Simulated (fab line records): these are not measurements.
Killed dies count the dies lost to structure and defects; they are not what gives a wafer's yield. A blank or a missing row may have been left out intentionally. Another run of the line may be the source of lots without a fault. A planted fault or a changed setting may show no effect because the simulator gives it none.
The tool behind it: which one? :: flow berkeley cmos170 :: 42 wafers from 14 lots sampled at 3 of the route's 331 steps

## WHAT EACH GAUGE READ, for each wafer
UCB170_M2_CD_MEAS_15: target cd 700 nm. Usual: 700.2 nm for cd nm, sd 1.5.
lot: L616
measured: day 7 11:39
on: cd sem-02
cd nm (nm): 699.7 700.8 701.8
flag: 

lot: L621
measured: day 8 00:29
on: cd sem-01
cd nm (nm): 699.9 699.6 700.6
flag: 

lot: L620
measured: day 8 00:45
on: cd sem-01
cd nm (nm): 697.4 697.9 698.0
flag: 

lot: L623
measured: day 8 11:23
on: cd sem-02
cd nm (nm): 700.6 701.3 701.6
flag: 

lot: L622
measured: day 8 19:05
on: cd sem-02
cd nm (nm): 699.9 699.4 698.9
flag: 

lot: L625
measured: day 9 05:39
on: cd sem-02
cd nm (nm): 701.6 704.4 701.1
flag: 

lot: L627
measured: day 9 05:22
on: cd sem-01
cd nm (nm): 698.6 700.0 699.4
flag: 

lot: L624
measured: day 9 05:57
on: cd sem-02
cd nm (nm): 701.4 701.8 700.9
flag: 

lot: L630
measured: day 10 02:02
on: cd sem-01
cd nm (nm): 702.7 701.4 701.3
flag: 

lot: L631
measured: day 10 02:48
on: cd sem-01
cd nm (nm): 699.9 698.2 699.0
flag: 

lot: L634
measured: day 11 10:44
on: cd sem-02
cd nm (nm): 699.4 697.6 699.8
flag: 

lot: L635
measured: day 11 10:58
on: cd sem-02
cd nm (nm): 696.6 696.8 698.1
flag: 

lot: L638
measured: day 12 02:33
on: cd sem-02
cd nm (nm): 700.2 701.1 699.8
flag: 

lot: L639
measured: day 12 06:23
on: cd sem-02
cd nm (nm): 698.9 701.0 699.6
flag: 

## TOOL THAT RAN EACH LOT (tool first, then ch and the chambers of the sampled wafers, then the start)
lot: L616
UCB170_M1_ETCH_11: rie diel-04 ch 0,1,2, day 7 02:52
UCB170_M2_HMDS_04: litho track-02 ch 0, day 7 09:22

lot: L621
UCB170_M1_ETCH_11: rie diel-04 ch 0,1, day 7 13:08
UCB170_M2_HMDS_04: litho track-04 ch 0, day 7 21:49

lot: L620
UCB170_M1_ETCH_11: rie diel-04 ch 1,2,3, day 7 14:18
UCB170_M2_HMDS_04: litho track-01 ch 0, day 7 22:14

lot: L623
UCB170_M1_ETCH_11: rie diel-03 ch 1,2, day 8 02:19
UCB170_M2_HMDS_04: litho track-01 ch 0, day 8 09:38

lot: L622
UCB170_M1_ETCH_11: rie diel-01 ch 0,1,3, day 8 08:46
UCB170_M2_HMDS_04: litho track-04 ch 0, day 8 17:31

lot: L625
UCB170_M1_ETCH_11: rie diel-04 ch 0,1,2, day 8 17:55
UCB170_M2_HMDS_04: litho track-01 ch 0, day 9 03:37

lot: L627
UCB170_M1_ETCH_11: rie diel-03 ch 1,3, day 8 20:41
UCB170_M2_HMDS_04: litho track-04 ch 0, day 9 03:19

lot: L624
UCB170_M1_ETCH_11: rie diel-03 ch 2,3, day 8 21:07
UCB170_M2_HMDS_04: litho track-04 ch 0, day 9 03:55

lot: L630
UCB170_M1_ETCH_11: rie diel-01 ch 0,3, day 9 16:14
UCB170_M2_HMDS_04: litho track-04 ch 0, day 10 00:28

lot: L631
UCB170_M1_ETCH_11: rie diel-03 ch 1,3, day 9 18:26
UCB170_M2_HMDS_04: litho track-01 ch 0, day 10 01:04

lot: L634
UCB170_M1_ETCH_11: rie diel-01 ch 0,3, day 11 00:56
UCB170_M2_HMDS_04: litho track-01 ch 0, day 11 08:28

lot: L635
UCB170_M1_ETCH_11: rie diel-04 ch 0,1,3, day 11 00:57
UCB170_M2_HMDS_04: litho track-02 ch 0, day 11 08:49

lot: L638
UCB170_M1_ETCH_11: rie diel-04 ch 0,2,3, day 11 17:50
UCB170_M2_HMDS_04: litho track-01 ch 0, day 12 00:33

lot: L639
UCB170_M1_ETCH_11: rie diel-04 ch 1,2, day 11 22:20
UCB170_M2_HMDS_04: litho track-01 ch 0, day 12 04:38
- UCB170_M1_ETCH_11: etches BARC in N2/H2.
- UCB170_M2_HMDS_04: prime time 60 s.

## AS READ BY THE TOOLS THEMSELVES (means over the sampled wafers that have a number; for cases with no such wafer, the mark the record gives instead)
UCB170_M1_ETCH_11. Usual: drypump motor current A 5.7 A, standard deviation 0.48; oes product au 0.985 a.u., standard deviation 0.023; throttle valve pct 13.40 %, standard deviation 0.15.
lot: L616
tool: rie diel-04
drypump motor current A (A): 5.8
oes product au (a.u.): 0.966
throttle valve pct (%): 13.44
flag: 

lot: L621
tool: rie diel-04
drypump motor current A (A): 6.2
oes product au (a.u.): 0.964
throttle valve pct (%): 13.43
flag: 

lot: L620
tool: rie diel-04
drypump motor current A (A): 5.8
oes product au (a.u.): 0.962
throttle valve pct (%): 13.30
flag: 

lot: L623
tool: rie diel-03
drypump motor current A (A): 6.0
oes product au (a.u.): 1.023
throttle valve pct (%): 13.49
flag: 

lot: L622
tool: rie diel-01
drypump motor current A (A): 5.5
oes product au (a.u.): 0.993
throttle valve pct (%): 13.46
flag: 

lot: L625
tool: rie diel-04
drypump motor current A (A): 5.8
oes product au (a.u.): 0.969
throttle valve pct (%): 13.44
flag: 

lot: L627
tool: rie diel-03
drypump motor current A (A): 5.4
oes product au (a.u.): 0.983
throttle valve pct (%): 13.35
flag: 

lot: L624
tool: rie diel-03
drypump motor current A (A): 5.4
oes product au (a.u.): 0.983
throttle valve pct (%): 13.31
flag: 

lot: L630
tool: rie diel-01
drypump motor current A (A): 5.2
oes product au (a.u.): 0.991
throttle valve pct (%): 13.52
flag: 

lot: L631
tool: rie diel-03
drypump motor current A (A): 5.2
oes product au (a.u.): 0.969
throttle valve pct (%): 13.27
flag: 

lot: L634
tool: rie diel-01
drypump motor current A (A): 5.4
oes product au (a.u.): 0.988
throttle valve pct (%): 13.54
flag: 

lot: L635
tool: rie diel-04
drypump motor current A (A): 6.0
oes product au (a.u.): 0.979
throttle valve pct (%): 13.35
flag: 

lot: L638
tool: rie diel-04
drypump motor current A (A): 5.6
oes product au (a.u.): 0.974
throttle valve pct (%): 13.38
flag: 

lot: L639
tool: rie diel-04
drypump motor current A (A): 6.0
oes product au (a.u.): 0.957
throttle valve pct (%): 13.36
flag: 

UCB170_M2_HMDS_04. Usual: prime temp c 99.99 C, standard deviation 0.12; resist line temp C 22.98 C, standard deviation 0.1.
lot: L616
tool: litho track-02
prime temp c (C): 99.94
resist line temp C (C): 22.97
flag: 

lot: L621
tool: litho track-04
prime temp c (C): 100.06
resist line temp C (C): 22.94
flag: 

lot: L620
tool: litho track-01
prime temp c (C): 100.10
resist line temp C (C): 22.96
flag: 

lot: L623
tool: litho track-01
prime temp c (C): 99.98
resist line temp C (C): 22.87
flag: 

lot: L622
tool: litho track-04
prime temp c (C): 99.94
resist line temp C (C): 23.09
flag: 

lot: L625
tool: litho track-01
prime temp c (C): 99.99
resist line temp C (C): 22.96
flag: 

lot: L627
tool: litho track-04
prime temp c (C): 99.96
resist line temp C (C): 22.93
flag: 

lot: L624
tool: litho track-04
prime temp c (C): 99.93
resist line temp C (C): 22.98
flag: 

lot: L630
tool: litho track-04
prime temp c (C): 100.07
resist line temp C (C): 22.96
flag: 

lot: L631
tool: litho track-01
prime temp c (C): 99.93
resist line temp C (C): 22.97
flag: 

lot: L634
tool: litho track-01
prime temp c (C): 99.93
resist line temp C (C): 22.84
flag: 

lot: L635
tool: litho track-02
prime temp c (C): 99.97
resist line temp C (C): 23.04
flag: 

lot: L638
tool: litho track-01
prime temp c (C): 101.03
resist line temp C (C): 22.98
flag: OFF

lot: L639
tool: litho track-01
prime temp c (C): 101.53
resist line temp C (C): 22.96
flag: OFF

## THE ANSWER, worked out from the rows above alone
Rule: take the mean of a lot's wafers that have a number; if it is more than 3 standard deviations from the usual mean, the lot is off. Also off: a lot with no number at a reading for which 4 or more lots have one. Any other lot the step has rows for is counted as sound. First the gauges in route order, then the tools' own readings, where a lot's mean is used as printed above. At the first step where some lot is off, the reading lying furthest off is the one used; lots without a number count as furthest.
Off, at UCB170_M2_HMDS_04 on prime temp c: L638, L639.
If a tool, at that step or one of the process steps before it, ran each lot that is off and ran no sound lot following the first of them, it fits. 2 tools fit, rie diel-04 at UCB170_M1_ETCH_11 and litho track-01 at UCB170_M2_HMDS_04, so this cannot tell which one it is.

## WHAT WAS PUT IN BY THE SIMULATOR
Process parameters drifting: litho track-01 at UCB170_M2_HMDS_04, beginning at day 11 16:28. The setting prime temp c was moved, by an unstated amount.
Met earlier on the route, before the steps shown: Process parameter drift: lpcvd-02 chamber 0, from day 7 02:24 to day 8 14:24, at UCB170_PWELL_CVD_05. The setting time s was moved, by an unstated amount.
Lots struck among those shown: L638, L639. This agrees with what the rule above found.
